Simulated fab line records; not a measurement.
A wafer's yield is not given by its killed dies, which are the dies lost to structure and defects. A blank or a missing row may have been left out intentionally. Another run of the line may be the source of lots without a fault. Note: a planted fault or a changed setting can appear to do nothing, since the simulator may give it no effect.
2 desks, one fault || flow berkeley cmos170 || only its own numbers are on each desk; what lay behind them is given at the end

== TOOL OWNER'S DESK, pvd sputter-04 ==
The tool's own readings at UCB170_M2_SPUTTER_01 (material Al, target thk 900 nm, time 120 s): means of the sampled wafers that have a number, for each lot that ran on this tool. A lot is out of limits, marked OUT, if its mean lies more than 4 standard deviations from the usual mean; the brackets give that distance.
Columns: A = cathode dc power W at UCB170_M2_SPUTTER_01, usual 6000.1 W; B = throttle valve pct at UCB170_M2_SPUTTER_01, usual 30.5 %
{"lot": "L714", "first seen here": "day 8 12:05", "A": 5999.7, "B": 31.2}
{"lot": "L716", "first seen here": "day 8 19:33", "A": 6000.5, "B": 30.3}
{"lot": "L717", "first seen here": "day 9 10:04", "A": 5999.3, "B": 30.4}
{"lot": "L721", "first seen here": "day 10 04:14", "A": 6000.0, "B": 31.3}
{"lot": "L726", "first seen here": "day 11 16:05", "A": "6234.3 (+99 or more) OUT", "B": 29.7}
This desk's verdict: out of limits on L726, starting with L726 at day 11 16:05 (cathode dc power W at UCB170_M2_SPUTTER_01). In limits: L714, L716, L717, L721.

== THE METROLOGY DESK ==
What the gauges read for every lot (on any tool): the sampled wafers with a number, averaged. A lot is out of limits, marked OUT, if its mean lies more than 4 standard deviations from the usual mean; the brackets give that distance.
Columns: A = cd nm at UCB170_M1_CD_MEAS_90, usual 700.5 nm; B = V1_OVL at UCB170_V1_OVL_MEAS_13, usual 0 nm; C = M2_AL_RS at UCB170_M2_RS_MEAS_02, usual 0.0323 ohm/sq; D = M2_AL_THK at UCB170_M2_THK_MEAS_03, usual 907 nm
{"lot": "L714", "first seen here": "day 8 06:58", "A": 699.4, "B": -3, "C": 0.0329, "D": 888}
{"lot": "L716", "first seen here": "day 8 15:37", "A": 702.0, "B": 3, "C": 0.0323, "D": 904}
{"lot": "L715", "first seen here": "day 8 18:27", "A": 703.5, "B": 9, "C": 0.0325, "D": 899}
{"lot": "L717", "first seen here": "day 9 05:59", "A": 699.8, "B": -2, "C": 0.0322, "D": 906}
{"lot": "L718", "first seen here": "day 9 06:17", "A": 697.3, "B": -1, "C": 0.0325, "D": 908}
{"lot": "L720", "first seen here": "day 9 22:32", "A": 700.7, "B": -1, "C": 0.0320, "D": 926}
{"lot": "L721", "first seen here": "day 9 22:43", "A": 700.9, "B": 5, "C": 0.0326, "D": 906}
{"lot": "L726", "first seen here": "day 11 10:28", "A": 702.6, "B": -1, "C": 0.0310, "D": 946}
{"lot": "L729", "first seen here": "day 12 15:59", "A": 703.0, "B": 0, "C": 0.0324, "D": 901}
{"lot": "L734", "first seen here": "day 12 17:47", "A": 703.1, "B": -0, "C": 0.0322, "D": 911}
{"lot": "L735", "first seen here": "day 14 08:33", "A": 700.4, "B": -3, "C": 0.0323, "D": 902}
{"lot": "L736", "first seen here": "day 14 09:12", "A": 698.1, "B": 4, "C": 0.0323, "D": 909}
{"lot": "L737", "first seen here": "day 14 19:46", "A": 702.6, "B": -1, "C": 0.0315, "D": 933}
This desk's verdict: no lot among the 13 shows anything out of limits.

== ALL TOGETHER ==
On L726, at day 11 16:05, an alarm was possible from the tool owner's desk.
Nothing out of limits was seen by the metrology desk.
The metrology desk holds a record of L726, inside its limits.
UCB170_M2_SPUTTER_01 was run on pvd sputter-04 by each of the lots named.

== WHAT THE SIMULATOR PUT IN ==
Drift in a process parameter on pvd sputter-04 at UCB170_M2_SPUTTER_01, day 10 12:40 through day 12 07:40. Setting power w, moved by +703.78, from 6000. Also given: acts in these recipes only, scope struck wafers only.
Struck lots among those shown: L726.
Each desk's first reading out of limits, in hours after the fault started: the tool owner's desk, 27.
